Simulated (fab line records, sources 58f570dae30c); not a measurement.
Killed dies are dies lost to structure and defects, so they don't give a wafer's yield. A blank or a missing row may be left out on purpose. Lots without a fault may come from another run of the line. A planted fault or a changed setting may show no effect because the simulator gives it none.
Split-lot experiment | flow berkeley_cmos170 | 5 lots, 23 wafers read, on a route of 331 steps

THE SPLIT
At UCB170_M3_COAT_10 (resist thk 900 nm), the setting resist_thk_nm was moved away from the recipe's 900 nm on 5 of the 23 wafers read, by -4.2% to -2.1%. The other wafers ran this setting at the recipe's value.

The reading is taken at the split's own step.

THE READING
KrF_of_M3_COAT_10.thk_nm (the simulator's own value, which no gauge read), in nm, at UCB170_M3_COAT_10 (resist thk 900 nm). The file gives no usual value for it. The 18 wafers here that ran the recipe average 901.3 nm, standard deviation 2.2 nm.

wafer  | tool, chamber at the split | resist_thk_nm as run, nm | against the recipe | KrF_of_M3_COAT_10.thk_nm, nm | against lot-mates on the recipe
L074.1 | litho_track-03, 0          | 900                      | recipe             | 900.5                        | -
L074.2 | litho_track-03, 0          | 900                      | recipe             | 902.7                        | -
L074.3 | litho_track-03, 0          | 900                      | recipe             | 900.9                        | -
L074.4 | litho_track-03, 0          | 900                      | recipe             | 903                          | -
L074.6 | litho_track-03, 0          | 900                      | recipe             | 900                          | -
L075.4 | litho_track-04, 0          | 900                      | recipe             | 903.1                        | -
L075.5 | litho_track-04, 0          | 900                      | recipe             | 904.6                        | -
L075.6 | litho_track-04, 0          | 900                      | recipe             | 901.8                        | -
L076.1 | litho_track-03, 0          | 900                      | recipe             | 900.2                        | -
L076.2 | litho_track-03, 0          | 900                      | recipe             | 901.6                        | -
L076.3 | litho_track-03, 0          | 900                      | recipe             | 904.4                        | -
L076.5 | litho_track-03, 0          | 900                      | recipe             | 902                          | -
L076.6 | litho_track-03, 0          | 900                      | recipe             | 898.9                        | -
L085.1 | litho_track-03, 0          | 900                      | recipe             | 903.6                        | -
L085.2 | litho_track-03, 0          | 881.2                    | -2.1%              | 883                          | -20.0
L085.3 | litho_track-03, 0          | 881.2                    | -2.1%              | 886.3                        | -16.7
L085.4 | litho_track-03, 0          | 881.2                    | -2.1%              | 886                          | -17.0
L085.6 | litho_track-03, 0          | 900                      | recipe             | 902.4                        | -
L083.1 | litho_track-03, 0          | 900                      | recipe             | 896.3                        | -
L083.3 | litho_track-03, 0          | 900                      | recipe             | 897                          | -
L083.4 | litho_track-03, 0          | 900                      | recipe             | 900.4                        | -
L083.5 | litho_track-03, 0          | 861.8                    | -4.2%              | 859.1                        | -38.8
L083.6 | litho_track-03, 0          | 861.8                    | -4.2%              | 858.2                        | -39.7

THE FIT
A straight line over all 23 wafers: KrF_of_M3_COAT_10.thk_nm changes by +9.52 nm for each +1% of resist_thk_nm; r = +0.98; the points scatter about the line by 2.6 nm.
The same after taking each lot's own level away (the mean of its wafers on the recipe; 23 wafers): +9.09 nm for each +1%; r = +0.99; scatter 1.5 nm.
On that fit, the largest move of resist_thk_nm shifts the reading by 39 nm.
The lots' own levels span 897.90 to 903.17 nm, that is 2.4 times the standard deviation above.
So the lot-to-lot level changes the slope little: the two slopes agree.
Check: with one of the wafers moved furthest among these (-4.2%) left out of the fit, the line predicts -38.3 nm for it against its lot-mates. It came out at -38.8 nm against them.

OTHER SPLITS ON THESE WAFERS
These wafers also went through other splits before the reading. Each is held against what the fit with the lots' levels taken away leaves over:
other split on the same wafers  | wafers away from the commonest value | r with KrF_of_M3_COAT_10.thk_nm (lot level and that fit taken away)
UCB170_PSD_PEB_04 peb_temp_c    | 8                                    | +0.27
UCB170_CONTACT_CVD_01 temp_c    | 15                                   | -0.09
UCB170_V1_CVD_00 time_s         | 5                                    | -0.07
UCB170_M2_SPUTTER_01 power_w    | 12                                   | +0.06
UCB170_V2_COAT_07 resist_thk_nm | 9                                    | +0.26
UCB170_V2_SOFTBAKE_08 temp_c    | 10                                   | -0.18

THE FILE'S OWN FIT
KrF_of_M3_COAT_10.thk_nm changes by +9.12 nm for each +1% of resist_thk_nm, r = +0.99.
